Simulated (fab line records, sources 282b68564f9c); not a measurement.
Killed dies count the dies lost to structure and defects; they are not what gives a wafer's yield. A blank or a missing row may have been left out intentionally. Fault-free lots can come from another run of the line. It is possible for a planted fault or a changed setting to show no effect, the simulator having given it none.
A struck lot beside a sound one | flow rit-cmos | 17 out of 202 route steps
Sound: the wafers L802.1, L802.3, L802.5. Wafers L810.3, L810.5, L810.6 were the ones struck. Last of all comes the cause.
Order at every step that has rows: each side's tool, ch and its chambers, its first start. Under that, the readings that differ: sound wafers | struck wafers | difference of the means | sigmas: that difference in standard deviations of wafers without a fault.
alike: readings with means less than 2 such deviations apart, plus words and numbers identical on both sides. not compared: withheld readings, readings lacking a value on some wafer, bounds such as >300 that could conceal the same value, and numbers that have no deviation in the record and whose values overlap.
The two part at a step that has a row with sigmas, a row that says differs or no value, or rows on one side only. Numbers that don't overlap but have no deviation are shown without sigmas and don't part them. A reading missing from all wafers of one side parts the sides only when that side holds two or more wafers.

first, 1 step without rows for these wafers: RIT_PSD_IMPLANT_08.
RIT_PSD_STRIP_09: strips in O2, time 180 s.
  sound on plasma-asher-02 ch 1, day 3 08:41; struck on plasma-asher-01 ch 0,1, day 5 03:07
  alike: drypump-motor-current-A, o2-flow-sccm
  not compared: rf-hours-counter-h
RIT_PSD_TW_MEAS_10:
  sound: film-metro-01 at day 3 08:52; struck: film-metro-03 at day 5 03:15
  alike: PSD_TW
then, 3 steps without rows for these wafers: RIT_SDANNEAL_CLEAN_00 (cleans in SC1, time 600 s); RIT_SDANNEAL_CLEAN_01 (cleans in dHF, time 30 s); RIT_SDANNEAL_CLEAN_02 (cleans in SC2, time 600 s).
RIT_SDANNEAL_RTA_03: time 5 s.
  sound on rtp-anneal-02 ch 0, day 3 09:17; struck on rtp-anneal-02 ch 0, day 5 03:41
  alike: wafer_temp_C_max
RIT_SDANNEAL_RS_MEAS_04: measures by four-point-probe.
  sound: film-metro-03 at day 3 09:20; struck: film-metro-02 at day 5 03:46
  alike: PSD_RS
RIT_SDANNEAL_RS_MEAS_05: measures by four-point-probe.
  sound: film-metro-03 at day 3 09:28; struck: film-metro-02 at day 5 03:53
  alike: NSD_RS
RIT_SDANNEAL_RS_MEAS_06: measures by four-point-probe.
  sound: film-metro-03 at day 3 09:35; struck: film-metro-02 at day 5 04:00
  alike: PLDD_RS
RIT_SDANNEAL_RS_MEAS_07: measures by four-point-probe.
  sound: film-metro-03 at day 3 09:42; struck: film-metro-02 at day 5 04:07
  alike: NLDD_RS
then, 1 step without rows for these wafers: RIT_SILICIDE_WET_ETCH_00 (etches SiO2 in BOE, target depth 14 nm, time 15 s).
RIT_SILICIDE_SPUTTER_01: material Ti, target thk 30 nm, time 240 s.
  sound: pvd-sputter-02 at day 3 09:50; struck: pvd-sputter-02 at day 5 04:13
  reading                                     | sound             | struck            | difference | sigmas
  model.Ti_of_SILICIDE_SPUTTER_01.thk-nm (nm) | 30.63 29.68 30.18 | 11.63 11.31 11.65 | -18.63     |
  alike: chamber-pressure-pa, throttle-valve-pct
RIT_SILICIDE_RS_MEAS_02: measures by four-point-probe.
  sound: film-metro-02 at day 3 09:59; struck: film-metro-04 at day 5 04:24
  reading                 | sound          | struck            | difference | sigmas
  SILICIDE_TI_RS (ohm/sq) | 46.7 48.5 47.6 | 163.0 168.9 162.3 | +117.1     | +99 or more
RIT_SILICIDE_THK_MEAS_03: measures by xrf.
  sound: film-metro-02 at day 3 10:07; struck: film-metro-04 at day 5 04:30
  reading              | sound          | struck         | difference | sigmas
  SILICIDE_TI_THK (nm) | 31.1 30.1 30.7 | 11.9 11.5 12.0 | -18.8      | -57
RIT_SILICIDE_RTA_04: time 10 s, ramp up 5 s, ramp down 5 s.
  sound on rtp-anneal-01 ch 0, day 3 10:10; struck on rtp-anneal-01 ch 0, day 5 04:34
  alike: wafer_temp_C_max
RIT_M1_PROBE_99:
  sound: prober-01 at day 3 16:35; struck: prober-01 at day 5 12:05
  reading                              | sound             | struck            | difference | sigmas
  model.etest.npoly-line.line-ohm-um   | 168.8 172.6 170.2 | 341.5 362.3 352.2 | +181.5     |
  model.etest.ppoly-line.line-ohm-um   | 163 168.7 166.2   | 317.7 320.8 316.7 | +152.4     |
  model.etest.npoly-line.rs-ohm-sq     | 16.78 17.23 16.94 | 40.97 42.16 40.78 | +24.32     |
  model.etest.ppoly-line.rs-ohm-sq     | 16.13 16.57 16.48 | 37.33 38.33 37.72 | +21.40     |
  model.etest.ppoly-line.width-nm (nm) | 100.7 100 100.1   | 119.2 117.7 118   | +18.0      |
  model.etest.npoly-line.width-nm (nm) | 100 99.48 99.11   | 118.4 117.4 116.8 | +18.0      |
  model.etest.contact-pplus.end-ohm-um | 46.91 44.75 45.91 | 30.9 30.98 31.02  | -14.9      |
  model.etest.npoly-sal.rs-ohm-sq      | 4.297 4.384 4.31  | 11.78 12.27 11.84 | +7.63      |
  alike: killed-at-front-end, killed-dies, killed-open, killed-short

WHERE THEY PART
Last at RIT_SILICIDE_THK_MEAS_03 as far as this record goes, first at RIT_SILICIDE_RS_MEAS_02. Later steps at which nothing parts them and some readings are alike: RIT_SILICIDE_RTA_04, RIT_M1_PROBE_99.

WHY: whatever the simulator had introduced
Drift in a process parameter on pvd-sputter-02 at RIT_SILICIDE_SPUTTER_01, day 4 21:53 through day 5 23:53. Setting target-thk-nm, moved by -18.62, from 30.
